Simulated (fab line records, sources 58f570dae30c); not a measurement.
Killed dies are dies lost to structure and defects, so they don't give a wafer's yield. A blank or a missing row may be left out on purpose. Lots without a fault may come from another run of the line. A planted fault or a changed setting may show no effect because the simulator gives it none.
Split-lot experiment | flow berkeley_cmos170 | 5 lots, 23 wafers read, on a route of 331 steps

THE SPLIT
At UCB170_NSD_PEB_04, the setting peb_temp_c was moved away from the recipe's 130 C on 10 of the 23 wafers read, by -2.9% to +2.2%. The other wafers ran this setting at the recipe's value.

FROM THE SPLIT TO THE READING: what the file shows between them, 1 step
- UCB170_NSD_DEVELOP_05: develop time 45 s

THE READING
cd_nm, in nm, at UCB170_NSD_CD_MEAS_06 (target cd 1200 nm). Fault-free wafers of this fab line usually give 1199.3 nm, standard deviation 1.7 nm.

wafer  | tool, chamber at the split | peb_temp_c as run, C | against the recipe | cd_nm, nm | against lot-mates on the recipe
L074.2 | litho_track-04, 0          | 130                  | recipe             | 1199.9    | -
L074.3 | litho_track-04, 0          | 128.8                | -0.9%              | 1191.3    | -8.7
L074.4 | litho_track-04, 0          | 130                  | recipe             | 1200.0    | -
L074.5 | litho_track-04, 0          | 128.8                | -0.9%              | 1191.3    | -8.7
L074.6 | litho_track-04, 0          | 128.8                | -0.9%              | 1192.8    | -7.2
L075.2 | litho_track-03, 0          | 126.5                | -2.7%              | 1172.7    | -28.0
L075.3 | litho_track-03, 0          | 126.5                | -2.7%              | 1173.8    | -27.0
L075.4 | litho_track-03, 0          | 126.5                | -2.7%              | 1173.2    | -27.5
L075.5 | litho_track-03, 0          | 130                  | recipe             | 1200.5    | -
L075.6 | litho_track-03, 0          | 130                  | recipe             | 1201.0    | -
L077.3 | litho_track-04, 0          | 130                  | recipe             | 1197.5    | -
L077.4 | litho_track-04, 0          | 130                  | recipe             | 1197.6    | -
L077.5 | litho_track-04, 0          | 130                  | recipe             | 1197.5    | -
L080.1 | litho_track-04, 0          | 126.2                | -2.9%              | 1166.6    | -30.6
L080.2 | litho_track-04, 0          | 130                  | recipe             | 1197.1    | -
L080.3 | litho_track-04, 0          | 126.2                | -2.9%              | 1167.6    | -29.6
L080.4 | litho_track-04, 0          | 130                  | recipe             | 1197.8    | -
L080.5 | litho_track-04, 0          | 130                  | recipe             | 1196.8    | -
L082.1 | litho_track-01, 0          | 130                  | recipe             | 1196.2    | -
L082.2 | litho_track-01, 0          | 132.8                | +2.2%              | 1214.4    | +18.5
L082.3 | litho_track-01, 0          | 132.8                | +2.2%              | 1212.0    | +16.1
L082.5 | litho_track-01, 0          | 130                  | recipe             | 1195.1    | -
L082.6 | litho_track-01, 0          | 130                  | recipe             | 1196.4    | -

THE FIT
A straight line over all 23 wafers: cd_nm changes by +9 nm for each +1% of peb_temp_c; r = +0.98; the points scatter about the line by 2.5 nm.
The same after taking each lot's own level away (the mean of its wafers on the recipe; 23 wafers): +9.64 nm for each +1%; r = +1.00; scatter 1.4 nm.
On that fit, the largest move of peb_temp_c shifts the reading by 28 nm.
The lots' own levels span 1195.90 to 1200.75 nm, that is 2.9 times the standard deviation above.
So the lot-to-lot level changes the slope little: the two slopes agree.
Check: with one of the wafers moved furthest among these (-2.9%) left out of the fit, the line predicts -28.4 nm for it against its lot-mates. It came out at -30.6 nm against them.

OTHER SPLITS ON THESE WAFERS
These wafers also went through other splits before the reading. Each is held against what the fit with the lots' levels taken away leaves over:
other split on the same wafers    | wafers away from the commonest value | r with cd_nm (lot level and that fit taken away)
UCB170_GATE_COAT_07 spin_rpm      | 5                                    | +0.25
UCB170_NLDD_COAT_01 resist_thk_nm | 4                                    | +0.03
UCB170_SPACER_CVD_00 time_s       | 5                                    | +0.27
UCB170_SPACER_ETCHBACK_03 time_s  | 6                                    | -0.11

THE FILE'S OWN FIT
cd_nm changes by +9.72 nm for each +1% of peb_temp_c, r = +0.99.
